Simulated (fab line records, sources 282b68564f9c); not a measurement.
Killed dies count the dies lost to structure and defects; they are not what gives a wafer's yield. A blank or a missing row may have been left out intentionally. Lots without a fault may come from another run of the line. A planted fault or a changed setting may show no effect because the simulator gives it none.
The tool behind it: which one? :: flow rit-cmos :: 45 wafers from 15 lots sampled at 4 of the route's 202 steps

## WHAT THE GAUGES SHOWED, per wafer
RIT_PSD_OVL_MEAS_06. Usual: PSD_OVL -0.3 nm, standard deviation 1.4.
lot: L238
measured: day 3 04:07
on: overlay-02
PSD_OVL (nm): 0.7 -0.1 0.7
flag: 

lot: L239
measured: day 3 11:16
on: overlay-01
PSD_OVL (nm): 0.1 1.2 -1.0
flag: 

lot: L240
measured: day 3 16:17
on: overlay-02
PSD_OVL (nm): -0.8 -0.5 0.2
flag: 

lot: L241
measured: day 3 18:34
on: overlay-01
PSD_OVL (nm): 1.6 2.5 0.4
flag: 

lot: L243
measured: day 4 03:01
on: overlay-01
PSD_OVL (nm): -0.3 0.9 -0.8
flag: 

lot: L244
measured: day 4 06:22
on: overlay-02
PSD_OVL (nm): -0.9 -1.6 -3.1
flag: 

lot: L246
measured: day 4 17:04
on: overlay-02
PSD_OVL (nm): 0.9 0.9 -0.1
flag: 

lot: L247
measured: day 5 00:02
on: overlay-01
PSD_OVL (nm): 0.5 -1.8 -1.7
flag: 

lot: L248
measured: day 5 04:42
on: overlay-02
PSD_OVL (nm): -2.8 -1.1 0.8
flag: 

lot: L252
measured: day 6 00:00
on: overlay-01
PSD_OVL (nm): 0.0 2.0 2.0
flag: 

lot: L255
measured: day 6 14:28
on: overlay-01
PSD_OVL (nm): -0.1 -0.2 -1.9
flag: 

lot: L256
measured: day 6 18:49
on: overlay-01
PSD_OVL (nm): 0.2 0.7 -0.9
flag: 

lot: L258
measured: day 7 04:46
on: overlay-01
PSD_OVL (nm): 1.6 0.4 1.6
flag: 

lot: L259
measured: day 7 21:16
on: overlay-01
PSD_OVL (nm): 1.5 -0.9 -1.0
flag: 

lot: L260
measured: day 8 03:01
on: overlay-02
PSD_OVL (nm): -3.1 -2.0 -3.6
flag: 

RIT_M1_RS_MEAS_01: uses a four-point probe to measure. Usual: M1_AL_RS 0.0748 ohm/sq, standard deviation 0.0011.
lot: L238
measured: day 3 08:49
on: film-metro-04
M1_AL_RS (ohm/sq): 0.0745 0.0745 0.0737
flag: 

lot: L239
measured: day 3 15:50
on: film-metro-01
M1_AL_RS (ohm/sq): 0.0730 0.0746 0.0741
flag: 

lot: L240
measured: day 3 20:56
on: film-metro-04
M1_AL_RS (ohm/sq): 0.0742 0.0753 0.0748
flag: 

lot: L241
measured: day 3 23:13
on: film-metro-03
M1_AL_RS (ohm/sq): 0.0734 0.0749 0.0778
flag: 

lot: L243
measured: day 4 07:43
on: film-metro-04
M1_AL_RS (ohm/sq): 0.0723 0.0739 0.0741
flag: 

lot: L244
measured: day 4 11:13
on: film-metro-01
M1_AL_RS (ohm/sq): 0.0757 0.0750 0.0753
flag: 

lot: L246
measured: day 4 21:59
on: film-metro-01
M1_AL_RS (ohm/sq): 0.0741 0.0747 0.0741
flag: 

lot: L247
measured: day 5 04:44
on: film-metro-01
M1_AL_RS (ohm/sq): 0.0745 0.0744 0.0739
flag: 

lot: L248
measured: day 5 09:25
on: film-metro-01
M1_AL_RS (ohm/sq): 0.0728 0.0752 0.0761
flag: 

lot: L252
measured: day 6 04:49
on: film-metro-01
M1_AL_RS (ohm/sq): 0.0751 0.0745 0.0739
flag: 

lot: L255
measured: day 6 19:00
on: film-metro-04
M1_AL_RS (ohm/sq): 0.0749 0.0745 0.0746
flag: 

lot: L256
measured: day 6 23:47
on: film-metro-01
M1_AL_RS (ohm/sq): 0.0763 0.0749 0.0740
flag: 

lot: L258
measured: day 7 09:28
on: film-metro-01
M1_AL_RS (ohm/sq): 0.0756 0.0759 0.0764
flag: 

lot: L259
measured: day 8 02:01
on: film-metro-03
M1_AL_RS (ohm/sq): 0.0741 0.0741 0.0744
flag: 

lot: L260
measured: day 8 07:52
on: film-metro-01
M1_AL_RS (ohm/sq): 0.0755 0.0749 0.0745
flag: 

## EACH LOT AND THE TOOL THAT RAN IT (in order: tool; ch and the chambers of the sampled wafers; start)
lot: L238
RIT_NLDD_DEVELOP_05: litho-track-04 ch 0, day 2 20:00
RIT_CONTACT_CVD_00: pecvd-01 ch 1,2, day 3 06:05

lot: L239
RIT_NLDD_DEVELOP_05: litho-track-01 ch 0, day 3 03:00
RIT_CONTACT_CVD_00: pecvd-02 ch 0,1,2, day 3 13:19

lot: L240
RIT_NLDD_DEVELOP_05: litho-track-04 ch 0, day 3 09:00
RIT_CONTACT_CVD_00: pecvd-04 ch 1,2, day 3 18:16

lot: L241
RIT_NLDD_DEVELOP_05: litho-track-01 ch 0, day 3 10:00
RIT_CONTACT_CVD_00: pecvd-01 ch 0,1, day 3 20:42

lot: L243
RIT_NLDD_DEVELOP_05: litho-track-03 ch 0, day 3 19:00
RIT_CONTACT_CVD_00: pecvd-04 ch 1,2, day 4 05:00

lot: L244
RIT_NLDD_DEVELOP_05: litho-track-03 ch 0, day 3 23:00
RIT_CONTACT_CVD_00: pecvd-01 ch 0,1,2, day 4 08:29

lot: L246
RIT_NLDD_DEVELOP_05: litho-track-04, day 4 09:00
RIT_CONTACT_CVD_00: pecvd-04 ch 0,1, day 4 19:03

lot: L247
RIT_NLDD_DEVELOP_05: litho-track-04, day 4 16:00
RIT_CONTACT_CVD_00: pecvd-01 ch 0,1,2, day 5 02:01

lot: L248
RIT_NLDD_DEVELOP_05: litho-track-04, day 4 20:00
RIT_CONTACT_CVD_00: pecvd-02 ch 1,2, day 5 06:46

lot: L252
RIT_NLDD_DEVELOP_05: litho-track-01 ch 0, day 5 15:00
RIT_CONTACT_CVD_00: pecvd-04 ch 0,2, day 6 02:01

lot: L255
RIT_NLDD_DEVELOP_05: litho-track-03 ch 0, day 6 07:00
RIT_CONTACT_CVD_00: pecvd-04 ch 0,1,2, day 6 16:28

lot: L256
RIT_NLDD_DEVELOP_05: litho-track-04 ch 0, day 6 11:00
RIT_CONTACT_CVD_00: pecvd-01 ch 0,1, day 6 20:50

lot: L258
RIT_NLDD_DEVELOP_05: litho-track-03 ch 0, day 6 21:00
RIT_CONTACT_CVD_00: pecvd-04 ch 0,1,2, day 7 06:46

lot: L259
RIT_NLDD_DEVELOP_05: litho-track-04 ch 0, day 7 02:00
RIT_CONTACT_CVD_00: pecvd-01 ch 1,2, day 7 23:22

lot: L260
RIT_NLDD_DEVELOP_05: litho-track-01 ch 0, day 7 19:00
RIT_CONTACT_CVD_00: pecvd-02 ch 1,2, day 8 05:03
- RIT_NLDD_DEVELOP_05: develop time 50 s.
- RIT_CONTACT_CVD_00: deposits SiO2 from TEOS, target thk 400 nm, time 60.06 s.

## AS READ BY THE TOOLS THEMSELVES (means over the sampled wafers that have a number; for cases with no such wafer, the mark the record gives instead)
RIT_NLDD_DEVELOP_05. Usual: chill-plate-temp-C at 22.99 C, with a standard deviation of 0.12.
lot: L238
tool: litho-track-04
chill-plate-temp-C (C): 22.86
flag: 

lot: L239
tool: litho-track-01
chill-plate-temp-C (C): 23.08
flag: 

lot: L240
tool: litho-track-04
chill-plate-temp-C (C): 22.93
flag: 

lot: L241
tool: litho-track-01
chill-plate-temp-C (C): 22.97
flag: 

lot: L243
tool: litho-track-03
chill-plate-temp-C (C): 23.10
flag: 

lot: L244
tool: litho-track-03
chill-plate-temp-C (C): 23.04
flag: 

lot: L246
tool: litho-track-04
chill-plate-temp-C (C): -
flag: OFF

lot: L247
tool: litho-track-04
chill-plate-temp-C (C): -
flag: OFF

lot: L248
tool: litho-track-04
chill-plate-temp-C (C): -
flag: OFF

lot: L252
tool: litho-track-01
chill-plate-temp-C (C): 22.87
flag: 

lot: L255
tool: litho-track-03
chill-plate-temp-C (C): 22.97
flag: 

lot: L256
tool: litho-track-04
chill-plate-temp-C (C): 23.03
flag: 

lot: L258
tool: litho-track-03
chill-plate-temp-C (C): 23.05
flag: 

lot: L259
tool: litho-track-04
chill-plate-temp-C (C): 22.90
flag: 

lot: L260
tool: litho-track-01
chill-plate-temp-C (C): 23.18
flag: 

RIT_CONTACT_CVD_00. Usual: heater-power-w at 327 W, with a standard deviation of 43.
lot: L238
tool: pecvd-01
heater-power-w (W): 360
flag: 

lot: L239
tool: pecvd-02
heater-power-w (W): 318
flag: 

lot: L240
tool: pecvd-04
heater-power-w (W): 304
flag: 

lot: L241
tool: pecvd-01
heater-power-w (W): 323
flag: 

lot: L243
tool: pecvd-04
heater-power-w (W): 332
flag: 

lot: L244
tool: pecvd-01
heater-power-w (W): 363
flag: 

lot: L246
tool: pecvd-04
heater-power-w (W): 289
flag: 

lot: L247
tool: pecvd-01
heater-power-w (W): 341
flag: 

lot: L248
tool: pecvd-02
heater-power-w (W): 306
flag: 

lot: L252
tool: pecvd-04
heater-power-w (W): 294
flag: 

lot: L255
tool: pecvd-04
heater-power-w (W): 318
flag: 

lot: L256
tool: pecvd-01
heater-power-w (W): 382
flag: 

lot: L258
tool: pecvd-04
heater-power-w (W): 304
flag: 

lot: L259
tool: pecvd-01
heater-power-w (W): 400
flag: 

lot: L260
tool: pecvd-02
heater-power-w (W): 331
flag: 

## THE ANSWER, worked out from the rows above alone
Rule: a lot is off if the mean of its wafers that have a number lies more than 3 standard deviations from the usual mean. A lot without any number at a reading at which 4 lots or more have one is off too. Where the step has rows for the other lots, those lots are counted as sound. The gauges are gone through in route order, then the tools' own readings, and for those a lot's mean is taken as printed above. The first step at which some lot is off is used, and at that step the reading that is off furthest; a lot without a number counts as furthest.
Off: L246, L247, L248 (RIT_NLDD_DEVELOP_05, chill-plate-temp-C). Without a number there: L246, L247, L248.
If a tool, at that step or one of the process steps before it, ran each lot that is off and ran no sound lot following the first of them, it fits. None of those tried fits.

## WHAT THE SIMULATOR PUT IN
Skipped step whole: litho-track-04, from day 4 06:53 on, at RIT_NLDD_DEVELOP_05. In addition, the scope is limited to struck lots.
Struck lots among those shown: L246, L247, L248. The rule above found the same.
